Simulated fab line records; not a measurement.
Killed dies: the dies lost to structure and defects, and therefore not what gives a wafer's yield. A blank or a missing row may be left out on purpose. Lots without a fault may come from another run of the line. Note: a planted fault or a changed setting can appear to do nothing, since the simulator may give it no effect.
Which tool was responsible? / flow rit-cmos / 18 wafers from 6 lots sampled at 2 of the route's 202 steps

## WHAT THE GAUGES READ, wafer by wafer
RIT_CONTACT_THK_MEAS_01.
lot=L842; measured=day 3 07:42; on=film-metro-04; CONTACT_TEOS_THK (nm)=413 421 420
lot=L844; measured=day 3 17:23; on=film-metro-01; CONTACT_TEOS_THK (nm)=410 413 426
lot=L847; measured=day 4 08:46; on=film-metro-01; CONTACT_TEOS_THK (nm)=406 415 422
lot=L854; measured=day 5 19:18; on=film-metro-01; CONTACT_TEOS_THK (nm)=413 414 413
lot=L860; measured=day 7 01:08; on=film-metro-01; CONTACT_TEOS_THK (nm)=417 419 426
lot=L863; measured=day 7 16:41; on=film-metro-03; CONTACT_TEOS_THK (nm)=424 419 424

## WHICH TOOL RAN EACH LOT (tool, then ch and the chambers of the sampled wafers, then the start)
lot=L842; RIT_CONTACT_CVD_00=pecvd-01 ch 0,2, day 3 07:38
lot=L844; RIT_CONTACT_CVD_00=pecvd-02 ch 0,1, day 3 17:20
lot=L847; RIT_CONTACT_CVD_00=pecvd-02 ch 0,1,2, day 4 08:41
lot=L854; RIT_CONTACT_CVD_00=pecvd-01 ch 0,1,2, day 5 19:15
lot=L860; RIT_CONTACT_CVD_00=pecvd-01 ch 0,1,2, day 7 01:05
lot=L863; RIT_CONTACT_CVD_00=pecvd-01 ch 0,1,2, day 7 16:37
- RIT_CONTACT_CVD_00: deposits SiO2 from TEOS, target thk 400 nm, time 63.28 s.

## THE ANSWER, worked out from the rows above alone
Rule: usual is defined by the lots themselves. The widest of any qualifying gaps counts: lots, ordered by their means at a reading, are off when they make up no more than a third of the lots, leave a main group of 4 or more, and stand apart from it by 3 or more times the standard deviation of that group's means. The tables above print the reading to a certain number of digits; a main group whose means all agree to those digits is not used. A lot without any number at a reading at which 4 lots or more have one is off too. Where the step has rows for the other lots, those lots are counted as sound.
No lot is off at any reading shown: from this, nothing can be told.

## WHAT THE SIMULATOR HAD PUT IN
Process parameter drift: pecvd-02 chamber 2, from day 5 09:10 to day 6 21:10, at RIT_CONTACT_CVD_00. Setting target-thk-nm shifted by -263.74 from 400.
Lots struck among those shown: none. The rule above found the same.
